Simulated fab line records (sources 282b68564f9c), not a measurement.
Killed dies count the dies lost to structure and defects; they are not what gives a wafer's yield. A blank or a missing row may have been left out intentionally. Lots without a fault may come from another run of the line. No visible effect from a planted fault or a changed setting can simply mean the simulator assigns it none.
Which of the tools did it? / flow rit cmos / 21 wafers from 7 lots sampled at 4 of the route's 202 steps

WHAT THE GAUGES READ, wafer by wafer
RIT_PSD_OVL_MEAS_06.
lot=L488; measured=day 3 07:18; on=overlay-01; PSD_OVL (nm)=-2.9 -3.0 -5.2
lot=L491; measured=day 3 23:24; on=overlay-02; PSD_OVL (nm)=-3.1 -6.4 -2.5
lot=L494; measured=day 4 11:50; on=overlay-01; PSD_OVL (nm)=-2.5 -1.5 0.0
lot=L498; measured=day 5 09:33; on=overlay-02; PSD_OVL (nm)=1.4 1.0 -0.2
lot=L500; measured=day 5 21:11; on=overlay-01; PSD_OVL (nm)=-1.1 -2.0 -3.1
lot=L504; measured=day 6 15:31; on=overlay-01; PSD_OVL (nm)=128.7 128.2 128.0
lot=L510; measured=day 8 01:43; on=overlay-02; PSD_OVL (nm)=127.9 126.4 129.5

TOOL THAT RAN EACH LOT (tool first, then ch and the chambers of the sampled wafers, then the start)
lot=L488; RIT_ACTIVE_STRIP_14=plasma asher-04 ch 0,1, day 1 20:01; RIT_PLDD_STRIP_09=plasma asher-01 ch 1, day 3 01:57; RIT_PSD_EXPOSE_03=iline stepper-02 ch 0, day 3 06:54
lot=L491; RIT_ACTIVE_STRIP_14=plasma asher-04 ch 0,1, day 2 10:50; RIT_PLDD_STRIP_09=plasma asher-03 ch 0,1, day 3 18:07; RIT_PSD_EXPOSE_03=iline stepper-02 ch 0, day 3 22:56
lot=L494; RIT_ACTIVE_STRIP_14=plasma asher-02 ch 0,1, day 3 02:46; RIT_PLDD_STRIP_09=plasma asher-01 ch 0,1, day 4 06:41; RIT_PSD_EXPOSE_03=iline stepper-02 ch 0, day 4 11:26
lot=L498; RIT_ACTIVE_STRIP_14=plasma asher-01 ch 1, day 3 22:23; RIT_PLDD_STRIP_09=plasma asher-03 ch 0,1, day 5 03:28; RIT_PSD_EXPOSE_03=iline stepper-01 ch 0, day 5 09:10
lot=L500; RIT_ACTIVE_STRIP_14=plasma asher-04 ch 0,1, day 4 08:23; RIT_PLDD_STRIP_09=plasma asher-01 ch 0,1, day 5 14:52; RIT_PSD_EXPOSE_03=iline stepper-02 ch 0, day 5 20:48
lot=L504; RIT_ACTIVE_STRIP_14=plasma asher-02 ch 0,1, day 5 04:25; RIT_PLDD_STRIP_09=plasma asher-03 ch 0,1, day 6 10:22; RIT_PSD_EXPOSE_03=iline stepper-02 ch 0, day 6 15:07
lot=L510; RIT_ACTIVE_STRIP_14=plasma asher-01 ch 0,1, day 6 10:08; RIT_PLDD_STRIP_09=plasma asher-04 ch 0, day 7 20:20; RIT_PSD_EXPOSE_03=iline stepper-02 ch 0, day 8 01:18
- RIT_ACTIVE_STRIP_14: strips in O2, time 180 s.
- RIT_PLDD_STRIP_09: strips in O2, time 180 s.
- RIT_PSD_EXPOSE_03: exposes mask M10, target cd 40900 nm.

THE ANSWER, worked out from the rows above alone
Rule: the lots themselves supply what counts as usual. Put in order of their means at a reading, lots are off if they are a third of the lots or fewer, leave a main group of 4 or more, and stand apart from it by a gap of 3 or more times the standard deviation of the main group's means; of several such gaps the widest counts. A main group whose means are all the same, to the digits that the tables above print for the reading, isn't used. A lot without any number at a reading at which 4 lots or more have one is off too. All remaining lots with rows at the step are treated as sound.
Off: L504, L510, seen at RIT_PSD_OVL_MEAS_06 (PSD_OVL). For the main group the mean is -2.1 nm and the standard deviation 1.7.
A tool fits if, at a process step before that reading, it ran every lot that is off, and no sound lot after the first of them. Gauges at RIT_PSD_OVL_MEAS_06: tried the same way as those tools. One fits: iline stepper-02 at RIT_PSD_EXPOSE_03. Its last sound lot is L500 (day 5 20:48), its first lot that is off L504 (day 6 15:07): a fault that began between those two fits.

WHAT HAD BEEN PUT IN BY THE SIMULATOR
Scanner matching overlay: iline stepper-02, from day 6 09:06 on, at RIT_PSD_EXPOSE_03. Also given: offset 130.
Struck lots among those shown: L504, L510. The rule above reached the same finding.
